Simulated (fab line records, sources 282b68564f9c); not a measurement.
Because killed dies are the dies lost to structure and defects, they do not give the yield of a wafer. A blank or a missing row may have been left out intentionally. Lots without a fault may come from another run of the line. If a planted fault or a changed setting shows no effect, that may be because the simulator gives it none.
Struck lot and sound lot, side by side -- flow rit-cmos -- 14 out of 202 route steps
Sound: these wafers, L304.1, L304.2, L304.3. Struck: wafers L298.3, L298.5, L298.6. The cause comes at the end.
Per side, at each step with rows, come the tool, then ch with its chambers, and then its first start. Under that, the readings that differ: sound wafers -- struck wafers -- difference of the means -- sigmas: that difference in standard deviations of wafers without a fault.
alike: a reading whose means differ by less than 2 such deviations, as well as words and numbers matching on both sides. not compared: withheld readings; readings where some wafer has no value; bounds like >300 that might hide an equal value; numbers whose values overlap and for which the record gives no deviation.
The two part at a step that has a row with sigmas, a row that says differs or no value, or rows on one side only. Numbers that don't overlap but have no deviation are shown without sigmas and don't part them. Lack of a reading on every wafer of one side parts them only where that side has two or more wafers.

first, 3 steps without rows for these wafers: RIT_NLDD_EXPOSE_03 (exposes mask M7, target cd 40700 nm); RIT_NLDD_PEB_04; RIT_NLDD_DEVELOP_05 (develop time 50 s).
RIT_NLDD_OVL_MEAS_06:
  sound on overlay-01, day 6 21:32; struck on overlay-01, day 5 22:26
  alike: NLDD_OVL
then, 2 steps without rows for these wafers: RIT_NLDD_HARDBAKE_07 (time 60 s); RIT_NLDD_IMPLANT_08.
RIT_NLDD_STRIP_09: strips in O2, time 180 s.
  sound on plasma-asher-04 ch 0,1, day 6 21:53; struck on plasma-asher-02 ch 0,1, day 5 22:49
  alike: drypump-motor-current-A
  not compared: rf-hours-counter-h
RIT_NLDD_TW_MEAS_10:
  sound on film-metro-04, day 6 22:03; struck on film-metro-04, day 5 22:57
  alike: NLDD_TW
then, 4 steps without rows for these wafers: RIT_PLDD_HMDS_00 (prime time 60 s); RIT_PLDD_COAT_01 (resist thk 982.6 nm); RIT_PLDD_SOFTBAKE_02 (time 60 s); RIT_PLDD_EXPOSE_03 (exposes mask M8, target cd 40900 nm).
RIT_PLDD_PEB_04:
  sound on litho-track-01 ch 0, day 6 22:48; struck on litho-track-02, day 5 23:37
reading,sound,struck,difference,sigmas
exhaust-pa (Pa),44.8 46.9 45.2,- - -,no value on the struck wafers,
  not compared: chill-plate-temp-C
then, 1 step without rows for these wafers: RIT_PLDD_DEVELOP_05 (develop time 50 s).

WHERE THEY PART
RIT_PLDD_PEB_04 only, going by this record.

WHY: what the simulator had put in
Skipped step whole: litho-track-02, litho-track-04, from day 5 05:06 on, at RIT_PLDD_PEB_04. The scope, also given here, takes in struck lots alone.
